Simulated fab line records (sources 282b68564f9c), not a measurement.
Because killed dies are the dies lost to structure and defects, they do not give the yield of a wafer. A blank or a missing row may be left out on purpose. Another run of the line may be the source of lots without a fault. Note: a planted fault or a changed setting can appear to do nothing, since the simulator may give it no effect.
One fault through the eyes of 2 desks ; flow rit-cmos ; every desk sees just its own numbers, and what lay behind them comes last

## THE TOOL OWNER'S DESK: implanter-03
For each lot that ran on this tool, the mean over its sampled wafers that have a number, from the tool's own readings at RIT_PLDD_IMPLANT_08. If a lot's mean is further than 4 standard deviations from the usual mean, the lot is out of limits and carries the mark OUT (the distance appears in the brackets).
Columns: A = beam-energy-keV at RIT_PLDD_IMPLANT_08, usual 20.000
lot;first seen here;A
L283;day 3 10:25;19.995
L286;day 4 04:04;20.008
L287;day 4 06:41;19.995
L294;day 5 13:35;16.402 (-99 or more) OUT
L300;day 7 04:33;16.396 (-99 or more) OUT
This desk's verdict: out of limits on L294, L300, starting with L294 at day 5 13:35 (beam-energy-keV at RIT_PLDD_IMPLANT_08). L283, L286, L287: within limits.

## FROM THE METROLOGY DESK
What the gauges read, lot by lot, whatever tool the lot ran on: means of the sampled wafers that have a number. If a lot's mean is further than 4 standard deviations from the usual mean, the lot is out of limits and carries the mark OUT (the distance appears in the brackets).
Columns: A = PLDD_TW at RIT_PLDD_TW_MEAS_10, usual 2356; B = PLDD_RS at RIT_SDANNEAL_RS_MEAS_06, usual 178.7 ohm/sq
lot;first seen here;A;B
L282;day 3 02:28;2384;179.4
L283;day 3 10:44;2383;178.8
L284;day 3 11:05;2335;178.4
L285;day 3 20:37;2381;179.1
L286;day 4 04:22;2399;178.5
L287;day 4 07:01;2340;178.3
L288;day 4 07:13;2391;178.8
L289;day 4 21:36;2347;179.3
L290;day 4 23:29;2338;178.4
L293;day 5 13:38;2352;178.5
L294;day 5 13:53;2207 (-7.5) OUT;191.6 (+25) OUT
L296;day 6 07:59;2339;178.6
L298;day 6 10:23;2354;179.2
L300;day 7 04:52;2206 (-7.5) OUT;191.2 (+24) OUT
Finding of this desk: L294, L300 out of limits, first seen on L294 at day 5 13:53 (PLDD_TW at RIT_PLDD_TW_MEAS_10). L282, L283, L284, L285, L286, L287, L288, L289, L290, L293, L296, L298: within limits.

## ALL TOGETHER
On L294, L300, at day 5 13:35, an alarm was possible from the tool owner's desk.
The metrology desk could have raised an alarm at day 5 13:53, on L294, L300.
RIT_PLDD_IMPLANT_08 was run on implanter-03 by each of the lots named.

## WHAT THE SIMULATOR PUT IN
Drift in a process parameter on implanter-03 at RIT_PLDD_IMPLANT_08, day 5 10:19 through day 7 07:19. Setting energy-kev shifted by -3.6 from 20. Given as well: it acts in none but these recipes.
Shown lots that were struck: L294, L300.
Hours from the fault's start to each desk's first reading out of limits: the tool owner's desk, 3; the metrology desk, 4.
